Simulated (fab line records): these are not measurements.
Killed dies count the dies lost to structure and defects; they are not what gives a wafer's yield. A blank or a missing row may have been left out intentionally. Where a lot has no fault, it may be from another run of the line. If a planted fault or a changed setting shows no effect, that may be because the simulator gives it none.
Split-lot experiment ; flow berkeleyCmos170 ; on a route of 331 steps: 5 lots, 23 wafers read

ABOUT THE SPLIT
At UCB170_GATE_COAT_07 (resist thk 900 nm), the setting spinRpm was moved away from the recipe's 1500 rpm on 7 of the 23 wafers read, by -6.8% to +6.7%. All remaining wafers had this setting at the recipe value.

Reading taken at the split's own step.

THE READING
KrF_of_GATE_COAT_07.thkNm (the simulator's own value, which no gauge read), in nm, at UCB170_GATE_COAT_07 (resist thk 900 nm). No usual value for it is given in the file. Here, 16 wafers ran the recipe; their average is 902.1 nm with a standard deviation of 2.1 nm.

wafer;tool, chamber at the split;spinRpm as run, rpm;against the recipe;KrF_of_GATE_COAT_07.thkNm, nm;against lot-mates on the recipe
L075.1;lithoTrack-02, 0;1500;recipe;899.3;-
L075.2;lithoTrack-02, 0;1500;recipe;899.1;-
L075.4;lithoTrack-02, 0;1500;recipe;901.4;-
L076.1;lithoTrack-04, 0;1398;-6.8%;934.6;+31.2
L076.2;lithoTrack-04, 0;1398;-6.8%;935.5;+32.1
L076.3;lithoTrack-04, 0;1500;recipe;902.5;-
L076.4;lithoTrack-04, 0;1500;recipe;904.2;-
L076.5;lithoTrack-04, 0;1398;-6.8%;938.1;+34.8
L074.1;lithoTrack-03, 0;1500;recipe;900.7;-
L074.2;lithoTrack-03, 0;1447;-3.5%;915.3;+15.7
L074.3;lithoTrack-03, 0;1447;-3.5%;920;+20.4
L074.4;lithoTrack-03, 0;1500;recipe;899.1;-
L074.6;lithoTrack-03, 0;1500;recipe;899;-
L077.1;lithoTrack-04, 0;1600;+6.7%;873.7;-29.2
L077.3;lithoTrack-04, 0;1600;+6.7%;873.3;-29.6
L077.4;lithoTrack-04, 0;1500;recipe;902.1;-
L077.5;lithoTrack-04, 0;1500;recipe;904;-
L077.6;lithoTrack-04, 0;1500;recipe;902.5;-
L079.1;lithoTrack-02, 0;1500;recipe;904.2;-
L079.2;lithoTrack-02, 0;1500;recipe;905.8;-
L079.4;lithoTrack-02, 0;1500;recipe;902.7;-
L079.5;lithoTrack-02, 0;1500;recipe;902.4;-
L079.6;lithoTrack-02, 0;1500;recipe;905.1;-

THE FIT
A straight line over all 23 wafers: KrF_of_GATE_COAT_07.thkNm changes by -4.66 nm for each +1% of spinRpm; r = -0.99; the points scatter about the line by 2.4 nm.
The same after taking each lot's own level away (the mean of its wafers on the recipe; 23 wafers): -4.67 nm for each +1%; r = -1.00; scatter 1.5 nm.
The reading moves by 32 nm for the largest change in spinRpm, on that fit.
Measured against the standard deviation above, the lots' own levels, which go from 899.60 to 904.04 nm, span 2.1 times it.
Hence the lot-to-lot level has little effect on the slope; both slopes agree.
Check: +32.4 nm against its lot-mates is what the line predicts for one of the wafers moved furthest among these (-6.8%) when that wafer is left out of the fit. Against them it came out at +31.2 nm.

OTHER SPLITS ON THESE WAFERS
Note: prior to the reading, these wafers also went through further splits. Each is held against what the fit with the lots' levels taken away leaves over:
other split on the same wafers;wafers away from the commonest value;r with KrF_of_GATE_COAT_07.thkNm (lot level and that fit taken away)
UCB170_NWELL_OXIDATION_01 oxTimeS;10;+0.02
UCB170_NWELL_IMPLANT_14 doseCm2;8;-0.23
UCB170_PWELL_CVD_05 timeS;10;-0.03
UCB170_PWELL_ETCH_14 rfW;9;-0.28
UCB170_ACTIVE_EXPOSE_10 doseMj;7;-0.25
UCB170_PFIELD_COAT_01 spinRpm;7;+0.19
UCB170_SACOX_OXIDATION_01 oxTimeS;15;-0.08

FILE'S OWN FIT
KrF_of_GATE_COAT_07.thkNm changes by -4.67 nm for each +1% of spinRpm, r = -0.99.
